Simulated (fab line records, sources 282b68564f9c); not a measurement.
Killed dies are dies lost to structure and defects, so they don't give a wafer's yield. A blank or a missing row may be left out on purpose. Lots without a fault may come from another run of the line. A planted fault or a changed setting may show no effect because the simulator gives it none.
Chamber matching | flow rit_cmos | RIT_GATE_ETCH_19 on rie_si-01: 4 sister chambers
The step etches poly-Si in SF6/CHF3/O2, stops on SiO2, time 165 s, target depth 312.5 nm. 16 wafers are shown with their chamber, then 8 later ones without.

WAFERS WITH THEIR CHAMBER
wafer  | chamber | drypump_motor_current_A (A) | throttle_valve_pct (%) | oes_product_au (a.u.)
L215.2 | 3       | 5.0                         | 10.31                  | 0.846
L215.4 | 0       | 6.0                         | 10.30                  | 0.855
L215.6 | 1       | 6.3                         | 10.23                  | 0.844
L217.1 | 3       | 5.0                         | 10.32                  | 0.843
L217.4 | 0       | 5.9                         | 10.30                  | 0.856
L217.6 | 1       | 6.3                         | 10.24                  | 0.820
L219.3 | 1       | 6.3                         | 10.24                  | 0.847
L219.4 | 0       | 6.0                         | 10.29                  | 0.873
L219.6 | 1       | 6.3                         | 10.24                  | 0.845
L221.3 | 1       | 6.3                         | 10.23                  | 0.836
L221.4 | 2       | 5.6                         | 10.16                  | 0.832
L221.5 | 1       | 6.3                         | 10.24                  | 0.839
L223.1 | 1       | 6.3                         | 10.24                  | 0.852
L223.2 | 2       | 5.6                         | 10.17                  | 0.851
L223.3 | 3       | 5.0                         | 10.32                  | 0.860
L233.3 | 2       | 5.6                         | 10.14                  | 0.834

SIGNATURES (means of the wafers above)
reading                 | chamber 0 | chamber 1 | chamber 2 | chamber 3 | scatter within a chamber
drypump_motor_current_A | 5.967     | 6.300     | 5.600     | 5.000     | 0.0236
throttle_valve_pct      | 10.2967   | 10.2371   | 10.1567   | 10.3167   | 0.00787
oes_product_au          | 0.86133   | 0.84043   | 0.83900   | 0.84967   | 0.0102
Rule: a wafer's distance from a chamber is the root of the sum, over the readings, of the square of ((its reading less the chamber's mean) divided by the reading's scatter). The wafer belongs to the nearest chamber; if the next one is less than 2 further off, it can't be placed. The scatter: the root of (the sum of the squares of (reading less its chamber's mean) over the shown wafers, divided by (wafers less chambers)).

WAFERS WITHOUT THEIR CHAMBER
wafer  | drypump_motor_current_A (A) | throttle_valve_pct (%) | oes_product_au (a.u.)
L233.4 | 5.9                         | 10.29                  | 0.855
L233.6 | 5.0                         | 10.32                  | 0.845
L235.1 | 5.6                         | 10.15                  | 0.850
L235.5 | 5.6                         | 10.14                  | 0.845
L235.6 | 5.9                         | 10.30                  | 0.868
L237.1 | 5.9                         | 10.31                  | 0.864
L237.2 | 6.3                         | 10.23                  | 0.829
L237.6 | 6.0                         | 10.30                  | 0.863

WHICH CHAMBER EACH WENT THROUGH
wafer  | from the rows above | in truth
L233.4 | 0                   | 0
L233.6 | 3                   | 3
L235.1 | 2                   | 2
L235.5 | 2                   | 2
L235.6 | 0                   | 0
L237.1 | 0                   | 0
L237.2 | 1                   | 1
L237.6 | 0                   | 0
Placed correctly: 8 of 8. Can't be placed from these rows: 0. Placed wrongly: 0.
